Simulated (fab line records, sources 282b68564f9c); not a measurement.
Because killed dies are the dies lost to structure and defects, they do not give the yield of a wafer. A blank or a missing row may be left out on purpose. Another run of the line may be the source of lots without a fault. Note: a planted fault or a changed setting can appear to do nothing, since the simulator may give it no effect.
Struck lot and sound lot, side by side -- flow ritCmos -- 14 steps out of a route of 202
Sound: wafers L976.1, L976.2, L976.5. The struck wafers were L988.2, L988.3, L988.6. The cause is named last.
Each step with rows lists, per side, the tool, then ch with its chambers, then its first start. Under that, the readings that differ: sound wafers -- struck wafers -- difference of the means -- sigmas: that difference in standard deviations of wafers without a fault.
alike: same words and numbers on both sides, and readings whose means sit less than 2 such deviations apart. not compared: any withheld reading, any reading some wafer has no value for, any bound like >300 that may hide the same value, and any number with overlapping values for which the record gives no deviation.
A row with sigmas, a row that says differs or no value, or rows on one side alone: a step with any of these is where the two part. Non-overlapping numbers with no deviation appear without sigmas and do not part them. A reading that every wafer of one side lacks parts them only if that side has two wafers or more.

first, 1 step without rows for these wafers: RIT_NRETRO_IMPLANT_08.
RIT_NRETRO_STRIP_09: strips in O2, time 180 s.
  sound on plasmaAsher-04 ch 0,1, day 2 16:37; struck on plasmaAsher-04 ch 0,1, day 5 03:56
  alike: chamberPressureMTorr, drypumpMotorCurrentA
  not compared: rfHoursCounterH
RIT_NRETRO_TW_MEAS_10:
  sound on filmMetro-01 at day 2 16:47; struck on filmMetro-02 at day 5 04:07
  alike: NRETRO_TW
then, 6 steps without rows for these wafers: RIT_PRETRO_HMDS_00 (prime time 60 s); RIT_PRETRO_COAT_01 (resist thk 1300 nm); RIT_PRETRO_SOFTBAKE_02 (time 60 s); RIT_PRETRO_EXPOSE_03 (exposes mask M5, target cd 43700 nm); RIT_PRETRO_PEB_04; RIT_PRETRO_DEVELOP_05 (develop time 65.46 s).
RIT_PRETRO_OVL_MEAS_06:
  sound on overlay-02 at day 2 17:43; struck on overlay-02 at day 5 05:10
  alike: PRETRO_OVL
then, 2 steps without rows for these wafers: RIT_PRETRO_HARDBAKE_07 (time 120 s); RIT_PRETRO_IMPLANT_08.
RIT_PRETRO_STRIP_09: strips in O2, time 180 s.
  sound on plasmaAsher-02 ch 0,1, day 2 18:10; struck on plasmaAsher-03 ch 0,1, day 5 05:36
  no value came back on the struck wafers for chamberPressureMTorr (mTorr), drypumpMotorCurrentA (A); on the sound wafers chamberPressureMTorr (mTorr) reads 3995 4001 4001
reading,sound,struck,difference,sigmas
model.NOVOLAK_of_PRETRO_COAT_01.thkNm (nm),0 0 0,1136 1133 1131,+1133,
  not compared: rfHoursCounterH
RIT_PRETRO_TW_MEAS_10:
  sound on filmMetro-04 at day 2 18:20; struck on filmMetro-03 at day 5 05:47
reading,sound,struck,difference,sigmas
PRETRO_TW,474.5 477.5 476.3,469.5 469.3 467.9,-7.2,-2

## WHERE THEY PART
Earliest at RIT_PRETRO_STRIP_09; latest, in this record, at RIT_PRETRO_TW_MEAS_10.

WHY: what the simulator had put in
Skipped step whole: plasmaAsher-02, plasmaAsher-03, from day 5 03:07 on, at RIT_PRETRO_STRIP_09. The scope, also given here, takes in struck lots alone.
